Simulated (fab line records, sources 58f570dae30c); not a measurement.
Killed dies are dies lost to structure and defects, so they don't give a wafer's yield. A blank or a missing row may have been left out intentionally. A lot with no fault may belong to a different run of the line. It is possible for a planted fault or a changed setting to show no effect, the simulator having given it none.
fab line records	flow berkeleyCmos170	part 2 of 2: steps 28 to 37 of 37
[record] lots = 5	wafers = 15	lastDay = 12
route steps=331 shown PSD@181 NSD@187 BACKSIDE@199 SDANNEAL@204 PLDD@208 NLDD@209 SILICIDE@210 CONTACT@216
lots with no fault: from the same line, run without faults
startH: the number of hours between the record's first day and the start of the first shown wafer of the lot	waitH: hours from the lot's prior step to this one	" unchanged from the row above	L1.1+2: a single row standing in for several wafers	- either no value or no given start	* or withheld: withheld	< > ~ a bound
route shown NAME@n: names a module that has steps shown in the file, with the first one's number in the route	usual: average and standard deviation across the fault-free wafers	same: alike in all rows	chamber/n: place in a boat	sites: readings site by site	_std_site: standard deviation across them	_edge_site: inner sites' mean taken away from outer sites' mean	radiusMm: for every site, how far away it sits from the centre of the wafer	mask NAME#n: copy n	behind: the tool/chamber that last shaped the wafer	hold: what put the lot on hold/how long, in hours/how the hold closed	device: transistor that didn't switch, given as n, p or np	end of line: the same wafers' tests at the end of the route	a step given without rows: its recipe and nothing more	killed: the dies lost at the first sort to structure and to defects; this is not the yield of the wafer	map: per-die view of a wafer (x killed, . not killed, _ where there is no die)
set.NAME: the run value of the setting; set.NAME@STEP: its run value at that earlier step	model.NAME: the simulator's own value behind a step, which no gauge read
lots seen at some steps along the route; tables by step, rows by wafer
services: from which hour (startH, from the record's first day; less than 0 if before it) a tool's chamber was out of use, for how many hours, and why
[[steps]]
[step UCB170_SDANNEAL_RS_MEAS_04]
[recipe] thkMeasGauge = four-point-probe
[usual] PLDD_RS = 1031.5/2.8
lot.wafer	tool	chamber	startH	waitH	PLDD_RS[ohm/sq]
L079.1	filmMetro-02	-	204.16	0.1	1035.7
L079.5	"	-	"	"	1035.3
L079.6	"	-	"	"	1036.5
L077.2	filmMetro-03	-	206.01	0.1	1028.6
L077.4	"	-	"	"	1030.5
L077.5	"	-	"	"	1023.4
L085.1	filmMetro-03	-	225.33	0.1	1030.0
L085.4	"	-	"	"	1027.8
L085.5	"	-	"	"	1030.4
L089.1	filmMetro-01	-	240.34	0.1	1033.3
L089.2	"	-	"	"	1030.6
L089.5	"	-	"	"	1029.6
L093.2	filmMetro-01	-	256.91	0.1	1029.4
L093.3	"	-	"	"	1031.9
L093.6	"	-	"	"	1031.0
[step UCB170_SDANNEAL_RS_MEAS_05]
[recipe] thkMeasGauge = four-point-probe
[usual] NLDD_RS = 616.0/1.4
lot.wafer	tool	chamber	startH	waitH	NLDD_RS[ohm/sq]
L079.1	filmMetro-02	-	204.28	0.1	615.6
L079.5	"	-	"	"	615.0
L079.6	"	-	"	"	614.4
L077.2	filmMetro-03	-	206.13	0.1	614.3
L077.4	"	-	"	"	615.0
L077.5	"	-	"	"	616.3
L085.1	filmMetro-03	-	225.45	0.1	617.0
L085.4	"	-	"	"	617.2
L085.5	"	-	"	"	615.1
L089.1	filmMetro-01	-	240.46	0.1	614.3
L089.2	"	-	"	"	613.0
L089.5	"	-	"	"	613.4
L093.2	filmMetro-01	-	257.03	0.1	613.7
L093.3	"	-	"	"	615.2
L093.6	"	-	"	"	615.0
[step UCB170_SILICIDE_PRE_CLEAN_00]
[recipe] gas = Ar	precleanEtchTimeS = 60
lot.wafer	tool	chamber	startH	waitH
L079.1+5+6	pvdSputter-02	-	204.40	0.1
L077.2+4+5	pvdSputter-04	-	206.23	0.1
L085.1+4+5	pvdSputter-02	-	225.57	0.1
L089.1+2+5	pvdSputter-02	-	240.58	0.1
L093.2+3+6	pvdSputter-01	-	257.13	0.1
[step UCB170_SILICIDE_SPUTTER_01]
[recipe] material = Ti	targetThkNm = 30	timeS = 23.77	powerW = 1500	chamberPressurePa = 0.5
[usual] throttleValvePct = 30.0/0.82
lot.wafer	tool	chamber	startH	waitH	throttleValvePct
L079.1	pvdSputter-02	-	204.46	0.0	30.7
L079.5	"	-	"	"	30.8
L079.6	"	-	"	"	31.0
L077.2	pvdSputter-04	-	206.30	0.0	29.9
L077.4	"	-	"	"	30.0
L077.5	"	-	"	"	30.0
L085.1	pvdSputter-02	-	225.63	0.0	30.6
L085.4	"	-	"	"	30.9
L085.5	"	-	"	"	30.4
L089.1	pvdSputter-02	-	240.64	0.0	30.6
L089.2	"	-	"	"	30.8
L089.5	"	-	"	"	31.2
L093.2	pvdSputter-01	-	257.20	0.0	28.2
L093.3	"	-	"	"	30.3
L093.6	"	-	"	"	30.3
[step UCB170_SILICIDE_RS_MEAS_02]
[recipe] thkMeasGauge = four-point-probe	reads = Ti_of_SILICIDE_SPUTTER_01
[usual] SILICIDE_TI_RS = 27.8/0.46
lot.wafer	tool	chamber	startH	waitH	SILICIDE_TI_RS[ohm/sq]
L079.1	filmMetro-02	-	204.49	0.0	27.1
L079.5	"	-	"	"	27.0
L079.6	"	-	"	"	26.8
L077.2	filmMetro-04	-	206.35	0.0	27.5
L077.4	"	-	"	"	27.6
L077.5	"	-	"	"	27.5
L085.1	filmMetro-01	-	225.66	0.0	27.1
L085.4	"	-	"	"	27.4
L085.5	"	-	"	"	27.5
L089.1	filmMetro-01	-	240.70	0.0	27.2
L089.2	"	-	"	"	26.9
L089.5	"	-	"	"	27.3
L093.2	filmMetro-01	-	257.25	0.0	28.2
L093.3	"	-	"	"	27.6
L093.6	"	-	"	"	28.1
[step UCB170_SILICIDE_THK_MEAS_03]
[recipe] thkMeasGauge = xrf	reads = Ti_of_SILICIDE_SPUTTER_01
[usual] SILICIDE_TI_THK = 28.8/0.43
lot.wafer	tool	chamber	startH	waitH	SILICIDE_TI_THK[nm]
L079.1	filmMetro-02	-	204.61	0.1	29.1
L079.5	"	-	"	"	29.3
L079.6	"	-	"	"	29.4
L077.2	filmMetro-04	-	206.46	0.1	28.9
L077.4	"	-	"	"	29.2
L077.5	"	-	"	"	29.0
L085.1	filmMetro-01	-	225.78	0.1	29.4
L085.4	"	-	"	"	29.0
L085.5	"	-	"	"	29.1
L089.1	filmMetro-01	-	240.82	0.1	29.3
L089.2	"	-	"	"	29.8
L089.5	"	-	"	"	29.3
L093.2	filmMetro-01	-	257.36	0.1	28.3
L093.3	"	-	"	"	29.0
L093.6	"	-	"	"	28.5
[step UCB170_SILICIDE_RTA_04]
[recipe] tempC = 650	timeS = 15	ambient = N2
[usual] lampPowerPct = 9.8/0.84	wafer_temp_C_max = 651.6/0.39
lot.wafer	tool	chamber	startH	waitH	lampPowerPct	wafer_temp_C_max
L079.1	rtpAnneal-02	0	204.67	0.1	8.9	651.6
L079.5	"	0	"	"	8.9	651.7
L079.6	"	0	"	"	8.9	652.5
L077.2	rtpAnneal-01	0	206.52	0.1	10.6	651.2
L077.4	"	0	"	"	10.6	651.5
L077.5	"	0	"	"	10.6	652.2
L085.1	rtpAnneal-02	0	225.84	0.1	8.9	651.4
L085.4	"	0	"	"	8.9	652.2
L085.5	"	0	"	"	8.9	651.0
L089.1	rtpAnneal-02	0	240.88	0.1	8.9	651.4
L089.2	"	0	"	"	8.9	651.4
L089.5	"	0	"	"	8.9	651.4
L093.2	rtpAnneal-01	0	257.42	0.1	10.6	652.4
L093.3	"	0	"	"	10.6	651.4
L093.6	"	0	"	"	10.6	651.3
[step UCB170_SILICIDE_WET_ETCH_05]
[recipe] chemistry = SPM	timeS = 45	tempC = 120	target = Ti
[usual] tempC = 120.00/0.13
lot.wafer	tool	chamber	startH	waitH	tempC
L079.1	wetBench-03	2	204.86	0.2	119.93
L079.5	"	2	"	"	120.00
L079.6	"	2	"	"	120.12
L077.2	wetBench-03	0	206.58	0.1	120.16
L077.4	"	0	"	"	120.37
L077.5	"	0	"	"	120.05
L085.1	wetBench-03	0	225.92	0.1	120.03
L085.4	"	0	"	"	120.32
L085.5	"	0	"	"	119.97
L089.1	wetBench-03	2	241.07	0.2	120.04
L089.2	"	2	"	"	119.99
L089.5	"	2	"	"	120.02
L093.2	wetBench-03	2	257.48	0.1	120.08
L093.3	"	2	"	"	120.05
L093.6	"	2	"	"	120.15
[step UCB170_CONTACT_CLEAN_00]
[recipe] chemistry = SPM	tempC = 120	timeS = 600
[usual] tempC = 119.99/0.13
lot.wafer	tool	chamber	startH	waitH	tempC
L079.1	wetBench-03	0	204.88	0.0	119.89
L079.5	"	0	"	"	120.17
L079.6	"	0	"	"	120.20
L077.2	wetBench-03	1	206.60	0.0	119.77
L077.4	"	1	"	"	120.02
L077.5	"	1	"	"	119.84
L085.1	wetBench-02	2	225.94	0.0	119.85
L085.4	"	2	"	"	120.00
L085.5	"	2	"	"	119.87
L089.1	wetBench-03	2	241.09	0.0	119.88
L089.2	"	2	"	"	119.91
L089.5	"	2	"	"	120.00
L093.2	wetBench-03	3	257.50	0.0	120.04
L093.3	"	3	"	"	120.00
L093.6	"	3	"	"	120.07
[step UCB170_CONTACT_CVD_01]
[recipe] material = PSG	targetThkNm = 700	tempC = 450	precursor = SiH4/O2/PH3	timeS = 2820	pressureMtorr = 300	sih4FlowSccm = 60	o2FlowSccm = 90	ph3FlowSccm = 25
[usual] spikeTcCentreC = 452.2/1.4
lot.wafer	tool	chamber	startH	waitH	spikeTcCentreC
L079.1	lpcvd-02	0	205.06	0.0	454.2
L079.5	"	0	"	"	453.8
L079.6	"	0	"	"	454.7
L077.2	lpcvd-02	1	206.84	0.1	452.7
L077.4	"	1	"	"	451.4
L077.5	"	1	"	"	450.6
L085.1	lpcvd-02	1	226.11	0.0	450.2
L085.4	"	1	"	"	452.1
L085.5	"	1	"	"	449.7
L089.1	lpcvd-02	1	241.27	0.0	451.9
L089.2	"	1	"	"	451.9
L089.5	"	1	"	"	453.5
L093.2	lpcvd-02	1	258.89	1.2	450.2
L093.3	"	1	"	"	451.7
L093.6	"	1	"	"	450.7
[[services]]
tool	chamber	startH	hours	kind
implanter-01	-	178.55	2.4	repair
implanter-01	-	183.71	2.0	repair
krfScanner-01	-	186.73	1.0	pm
plasmaAsher-04	-	192.81	0.7	repair
pvdSputter-01	-	198.89	2.1	repair
krfScanner-01	-	203.41	0.8	pm
pvdSputter-01	3	204.91	-	consumableReplace:kit
pvdSputter-01	3	204.91	18.0	scheduledDown
pvdSputter-01	3	204.91	18.0	ventCycle
krfScanner-01	-	205.16	1.3	pm
krfScanner-02	-	212.15	1.3	pm
krfScanner-02	-	213.45	3.6	pm
krfScanner-02	-	218.06	1.0	repair
implanter-04	-	220.77	4.1	repair
plasmaAsher-02	-	241.70	2.9	repair
pvdSputter-02	-	241.93	7.1	repair
plasmaAsher-02	-	245.86	1.9	repair
plasmaAsher-03	-	245.91	23.3	pm
